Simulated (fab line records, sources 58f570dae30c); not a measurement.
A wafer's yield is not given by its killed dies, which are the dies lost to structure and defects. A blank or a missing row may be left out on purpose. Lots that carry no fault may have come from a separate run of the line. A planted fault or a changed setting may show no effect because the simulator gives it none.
Code-filled problem report in 8D (eight disciplines) form	flow berkeleyCmos170	the parts of the form that need people (team, actions taken, sign-off) are left out

1. PROBLEM STATEMENT
M3_AL_RS at UCB170_M3_RS_MEAS_02 reads a mean of 0.0508 ohm/sq on 2 wafers of 1 lot; wafers without a fault read 0.0321 ohm/sq with a standard deviation of 0.00036. That puts it +52 standard deviations away from the usual mean.
The step: measures by four-point-probe.
First observed at day 11 13:58: wafer L970.4, on filmMetro-02. Wafers with a number at this step in the record: 39, from 13 lots. Rule for "out" (also "out of limits"): further than 4 standard deviations from the usual mean. All remaining wafers that have a number are taken as sound.

2. WHAT IT IS; WHAT IT IS NOT
question	is	is not
which readings at this step	M3_AL_RS	-
which lots	L970	L953, L954, L955, L956, L958, L959, L961, L962, L964, L972, L975, L976
which wafers of those lots	L970.4, L970.5	L970.1
read on which gauges	filmMetro-02	filmMetro-01, filmMetro-03
when	from day 11 13:58	up to then (28 sound wafers); but 9 sound wafers of L972, L975, L976 came after

3. WHAT RULES OUT EACH SUSPECT
Counting: if a tool at a process step up to the reading ran every lot that is out, it stays a suspect. Sound lots after the first of them don't rule it out here, since some wafers of a struck lot are sound.
- the gauge at UCB170_M3_RS_MEAS_02 has been ruled out. All the wafers that are out were read on filmMetro-02, but those of them that UCB170_M3_METAL_ETCH_18 has rows for are out there too, on other tools.
- rtpAnneal-01 at UCB170_SDANNEAL_RTA_00 (time 10 s): kept. L970, the lot that is out, went through it at day 10 09:40; up to then, the latest sound lot through it was L961 at day 8 10:10.
- pvdSputter-03 at UCB170_M3_SPUTTER_01 (material Al, target thk 900 nm, time 120 s): kept. L970, the lot that is out, went through it at day 11 13:53; up to then, the latest sound lot through it was L964 at day 10 05:34.
Remaining after the count are rtpAnneal-01 at UCB170_SDANNEAL_RTA_00 and pvdSputter-03 at UCB170_M3_SPUTTER_01.

4. THE CAUSE (what the simulator had put in)
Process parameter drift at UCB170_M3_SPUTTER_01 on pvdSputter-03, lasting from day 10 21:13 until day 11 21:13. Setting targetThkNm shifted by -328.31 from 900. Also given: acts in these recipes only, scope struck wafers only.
This tool is one of the 2 suspects left after counting.

5. SEQUENCE OF EFFECTS, ordered by route
Each row: a reading where the mean over the struck wafers with a number is more than 3 standard deviations away from the usual. Only readings for which the record gives a usual standard deviation are gone through. hours: the time from each lot's start at the first step in this table that gives one to its start at this step, as a median over the lots. sigmas: the change in usual standard deviations.
hours	step	reading	usual	on struck wafers	change	sigmas
0	UCB170_M3_RS_MEAS_02	M3_AL_RS	0.0321 ohm/sq	0.0508	+0.0188	+52
0	UCB170_M3_THK_MEAS_03	M3_AL_THK	895 nm	566	-330	-33
5	UCB170_M3_METAL_ETCH_18	oesProductAu	0.851 a.u.	0.671	-0.180	-15
It contains these process steps:
- UCB170_M3_METAL_ETCH_18: etches Al in Cl2/BCl3, stops on SiO2, target depth 1170 nm, time 195 s.

6. WHAT WOULD HAVE CAUGHT IT SOONER
In this record the first reading out of limits at a measuring or inspecting step was taken at day 11 13:58, 17 hours after the fault began at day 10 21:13.
No tool reading at UCB170_M3_SPUTTER_01 that has a usual standard deviation in the record was out on any struck wafer, so an alarm limit of 4 standard deviations on those readings would not have fired.
By day 11 13:58 the whole set of lots that are out, 1 in number, had already begun UCB170_M3_SPUTTER_01 on pvdSputter-03. Holding the tool at that point would not have protected any of them.
